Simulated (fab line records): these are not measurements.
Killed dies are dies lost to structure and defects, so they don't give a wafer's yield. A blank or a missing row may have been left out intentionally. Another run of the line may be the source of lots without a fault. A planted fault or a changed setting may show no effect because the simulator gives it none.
Which tool is to blame?    flow rit-cmos    15 lots (45 wafers sampled), 1 step of a 202-step route

== WHAT THE GAUGES SHOWED, per wafer ==
The record holds no reading of a measuring or inspecting step that can be judged against a usual standard deviation.

== EACH LOT AND THE TOOL THAT RAN IT (in order: tool; ch and the chambers of the sampled wafers; start) ==
lot   RIT_CONTACT_CLEAN_13
L525  wet-bench-02 ch 2, day 3 04:48
L526  wet-bench-02 ch 1, day 3 08:59
L528  wet-bench-04 ch 2, day 3 20:17
L529  wet-bench-02 ch 0, day 4 04:50
L530  wet-bench-02 ch 3, day 4 06:09
L531  wet-bench-04 ch 2, day 4 12:31
L532  wet-bench-02 ch 0, day 4 18:49
L533  wet-bench-03 ch 3, day 4 22:02
L534  wet-bench-02 ch 0, day 5 02:10
L537  wet-bench-04 ch 2, day 5 15:24
L541  wet-bench-02 ch 2, day 6 12:24
L542  wet-bench-04 ch 2, day 6 20:45
L543  wet-bench-03 ch 3, day 7 02:37
L547  wet-bench-04 ch 1, day 7 21:33
L548  wet-bench-03 ch 1, day 8 03:25
- RIT_CONTACT_CLEAN_13: cleans in SC1, time 600 s.

== WHAT THE TOOLS THEMSELVES READ (means of the sampled wafers that have a number; where no wafer has one, the mark that the record gives instead) ==
RIT_CONTACT_CLEAN_13. Usual: bath-guard-temp-C 75.1 C, standard deviation 0.5; bath-heat-duty-pct 15.7 %, standard deviation 1.2; temp-c 75.02 C, standard deviation 0.13.
lot   tool          bath-guard-temp-C (C)  bath-heat-duty-pct (%)  temp-c (C)  flag
L525  wet-bench-02  74.8                   15.6                    75.00       
L526  wet-bench-02  74.5                   17.8                    74.97       
L528  wet-bench-04  75.8                   14.8                    75.01       
L529  wet-bench-02  74.9                   14.6                    74.99       
L530  wet-bench-02  74.4                   15.1                    75.18       
L531  wet-bench-04  75.9                   15.0                    74.91       
L532  wet-bench-02  75.0                   15.5                    74.92       
L533  wet-bench-03  75.6                   16.1                    75.03       
L534  wet-bench-02  74.7                   14.5                    74.95       
L537  wet-bench-04  75.7                   15.5                    75.24       
L541  wet-bench-02  -                      -                       -           OFF
L542  wet-bench-04  -                      -                       -           OFF
L543  wet-bench-03  -                      -                       -           OFF
L547  wet-bench-04  74.7                   13.7                    74.98       
L548  wet-bench-03  75.1                   15.8                    74.88       

== THE ANSWER, worked out from the rows above alone ==
Rule: a lot is off if the mean of its wafers that have a number lies more than 3 standard deviations from the usual mean. Also off: a lot with no number at a reading for which 4 or more lots have one. The other lots that the step has rows for count as sound. The gauges are gone through in route order, then the tools' own readings, and for those a lot's mean is taken as printed above. The first step at which some lot is off is used, and at that step the reading that is off furthest; a lot without a number counts as furthest.
Off, at RIT_CONTACT_CLEAN_13 on bath-guard-temp-C: L541, L542, L543. Without a number there: L541, L542, L543.
A tool fits if, at that step or a process step before it, it ran every lot that is off, and no sound lot after the first of them. Not one of the candidates tried fits.

== WHAT WAS PUT IN BY THE SIMULATOR ==
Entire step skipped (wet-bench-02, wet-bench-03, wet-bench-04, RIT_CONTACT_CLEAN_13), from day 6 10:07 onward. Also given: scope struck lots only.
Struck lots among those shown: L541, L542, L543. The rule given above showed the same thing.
